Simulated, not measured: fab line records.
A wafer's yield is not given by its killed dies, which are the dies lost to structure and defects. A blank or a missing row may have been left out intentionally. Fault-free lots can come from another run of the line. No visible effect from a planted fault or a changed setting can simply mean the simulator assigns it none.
Which tool is to blame? / flow berkeley-cmos170 / 14 lots, 42 wafers sampled, at 2 steps of a route of 331

## WHAT THE GAUGES SHOWED, per wafer
UCB170_FIELD_THK_MEAS_02. Usual: FIELD_OXIDE_THK typically reads 562 nm, with standard deviation 11.
lot=L795; measured=day 4 19:14; on=film-metro-02; FIELD_OXIDE_THK (nm)=555 554 562; flag=
lot=L798; measured=day 5 12:58; on=film-metro-03; FIELD_OXIDE_THK (nm)=569 567 562; flag=
lot=L799; measured=day 5 08:31; on=film-metro-03; FIELD_OXIDE_THK (nm)=573 567 580; flag=
lot=L801; measured=day 5 12:58; on=film-metro-02; FIELD_OXIDE_THK (nm)=576 585 577; flag=
lot=L800; measured=day 5 08:36; on=film-metro-03; FIELD_OXIDE_THK (nm)=576 572 572; flag=
lot=L802; measured=day 5 12:59; on=film-metro-04; FIELD_OXIDE_THK (nm)=568 566 566; flag=
lot=L803; measured=day 5 23:51; on=film-metro-04; FIELD_OXIDE_THK (nm)=545 549 552; flag=
lot=L804; measured=day 6 14:31; on=film-metro-03; FIELD_OXIDE_THK (nm)=549 550 548; flag=
lot=L805; measured=day 6 14:30; on=film-metro-02; FIELD_OXIDE_THK (nm)=544 547 549; flag=
lot=L809; measured=day 7 14:36; on=film-metro-04; FIELD_OXIDE_THK (nm)=576 583 578; flag=
lot=L810; measured=day 7 14:32; on=film-metro-02; FIELD_OXIDE_THK (nm)=557 576 566; flag=
lot=L811; measured=day 7 14:36; on=film-metro-02; FIELD_OXIDE_THK (nm)=566 572 570; flag=
lot=L817; measured=day 9 12:04; on=film-metro-02; FIELD_OXIDE_THK (nm)=582 569 565; flag=
lot=L816; measured=day 9 12:05; on=film-metro-04; FIELD_OXIDE_THK (nm)=574 576 569; flag=

## WHAT TOOL EACH LOT RAN ON (gives the tool, then ch and the chambers of the sampled wafers, and finally the start)
lot=L795; UCB170_NWELL_SOFTBAKE_08=litho-track-02 ch 0, day 2 15:32
lot=L798; UCB170_NWELL_SOFTBAKE_08=litho-track-01 ch 0, day 3 01:58
lot=L799; UCB170_NWELL_SOFTBAKE_08=litho-track-02 ch 0, day 3 01:59
lot=L801; UCB170_NWELL_SOFTBAKE_08=litho-track-03 ch 0, day 3 06:59
lot=L800; UCB170_NWELL_SOFTBAKE_08=litho-track-01 ch 0, day 3 07:02
lot=L802; UCB170_NWELL_SOFTBAKE_08=litho-track-01 ch 0, day 3 13:20
lot=L803; UCB170_NWELL_SOFTBAKE_08=litho-track-02 ch 0, day 3 21:40
lot=L804; UCB170_NWELL_SOFTBAKE_08=litho-track-02 ch 0, day 4 01:35
lot=L805; UCB170_NWELL_SOFTBAKE_08=litho-track-02 ch 0, day 4 06:37
lot=L809; UCB170_NWELL_SOFTBAKE_08=litho-track-02 ch 0, day 5 03:04
lot=L810; UCB170_NWELL_SOFTBAKE_08=litho-track-01 ch 0, day 5 08:29
lot=L811; UCB170_NWELL_SOFTBAKE_08=litho-track-02 ch 0, day 5 08:34
lot=L817; UCB170_NWELL_SOFTBAKE_08=litho-track-03 ch 0, day 6 22:49
lot=L816; UCB170_NWELL_SOFTBAKE_08=litho-track-01 ch 0, day 6 22:52
- UCB170_NWELL_SOFTBAKE_08: time 60 s.

## AS READ BY THE TOOLS THEMSELVES (means over the sampled wafers that have a number; for cases with no such wafer, the mark the record gives instead)
UCB170_NWELL_SOFTBAKE_08. Usual: exhaust-pa 45.0 Pa, standard deviation 0.99; heater-power-total-W 56.80 W, standard deviation 0.044; plate-temp-C 130.04 C, standard deviation 0.13; run-length-s 89.18 s, standard deviation 0.3.
lot=L795; tool=litho-track-02; exhaust-pa (Pa)=45.2; heater-power-total-W (W)=56.80; plate-temp-C (C)=130.12; run-length-s (s)=88.86; flag=
lot=L798; tool=litho-track-01; exhaust-pa (Pa)=44.6; heater-power-total-W (W)=56.81; plate-temp-C (C)=130.12; run-length-s (s)=89.48; flag=
lot=L799; tool=litho-track-02; exhaust-pa (Pa)=45.2; heater-power-total-W (W)=56.80; plate-temp-C (C)=129.90; run-length-s (s)=88.77; flag=
lot=L801; tool=litho-track-03; exhaust-pa (Pa)=44.4; heater-power-total-W (W)=56.81; plate-temp-C (C)=130.06; run-length-s (s)=89.23; flag=
lot=L800; tool=litho-track-01; exhaust-pa (Pa)=46.1; heater-power-total-W (W)=56.82; plate-temp-C (C)=130.11; run-length-s (s)=89.65; flag=
lot=L802; tool=litho-track-01; exhaust-pa (Pa)=44.2; heater-power-total-W (W)=56.82; plate-temp-C (C)=129.90; run-length-s (s)=89.49; flag=
lot=L803; tool=litho-track-02; exhaust-pa (Pa)=43.9; heater-power-total-W (W)=56.82; plate-temp-C (C)=129.96; run-length-s (s)=88.78; flag=
lot=L804; tool=litho-track-02; exhaust-pa (Pa)=44.6; heater-power-total-W (W)=56.80; plate-temp-C (C)=129.97; run-length-s (s)=88.92; flag=
lot=L805; tool=litho-track-02; exhaust-pa (Pa)=46.1; heater-power-total-W (W)=56.77; plate-temp-C (C)=130.04; run-length-s (s)=88.99; flag=
lot=L809; tool=litho-track-02; exhaust-pa (Pa)=46.4; heater-power-total-W (W)=56.80; plate-temp-C (C)=129.92; run-length-s (s)=112.29; flag=OFF
lot=L810; tool=litho-track-01; exhaust-pa (Pa)=45.0; heater-power-total-W (W)=56.79; plate-temp-C (C)=130.09; run-length-s (s)=89.47; flag=
lot=L811; tool=litho-track-02; exhaust-pa (Pa)=43.8; heater-power-total-W (W)=56.78; plate-temp-C (C)=130.04; run-length-s (s)=112.37; flag=OFF
lot=L817; tool=litho-track-03; exhaust-pa (Pa)=45.7; heater-power-total-W (W)=56.82; plate-temp-C (C)=130.05; run-length-s (s)=89.17; flag=
lot=L816; tool=litho-track-01; exhaust-pa (Pa)=44.1; heater-power-total-W (W)=56.79; plate-temp-C (C)=130.06; run-length-s (s)=89.53; flag=

## THE ANSWER, worked out from the rows above alone
Rule: lot off if the mean of its wafers having a number is beyond 3 standard deviations from the usual mean. Also off: a lot with no number at a reading for which 4 or more lots have one. All remaining lots with rows at the step are treated as sound. The gauges are gone through in route order, then the tools' own readings, and for those a lot's mean is taken as printed above. At the first step where some lot is off, the reading lying furthest off is the one used; lots without a number count as furthest.
Off, at UCB170_NWELL_SOFTBAKE_08 on run-length-s: L809, L811.
If a tool, at that step or one of the process steps before it, ran each lot that is off and ran no sound lot following the first of them, it fits. One fits: UCB170_NWELL_SOFTBAKE_08 on litho-track-02. A fault onset in the window from L805 (day 4 06:37, its last sound lot) to L809 (day 5 03:04, its first lot off) fits.
The tool's own readings at UCB170_NWELL_SOFTBAKE_08 bear it out: on the lots that are off they differ by more than 5 times the standard deviation of the sound lots' means. run-length-s reads 112.33 s there against 89.19 s on the sound lots.

## WHAT THE SIMULATOR HAD INSERTED
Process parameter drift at UCB170_NWELL_SOFTBAKE_08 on litho-track-02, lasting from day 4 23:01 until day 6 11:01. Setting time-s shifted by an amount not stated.
Struck lots among those shown: L809, L811. Same finding as the rule above.
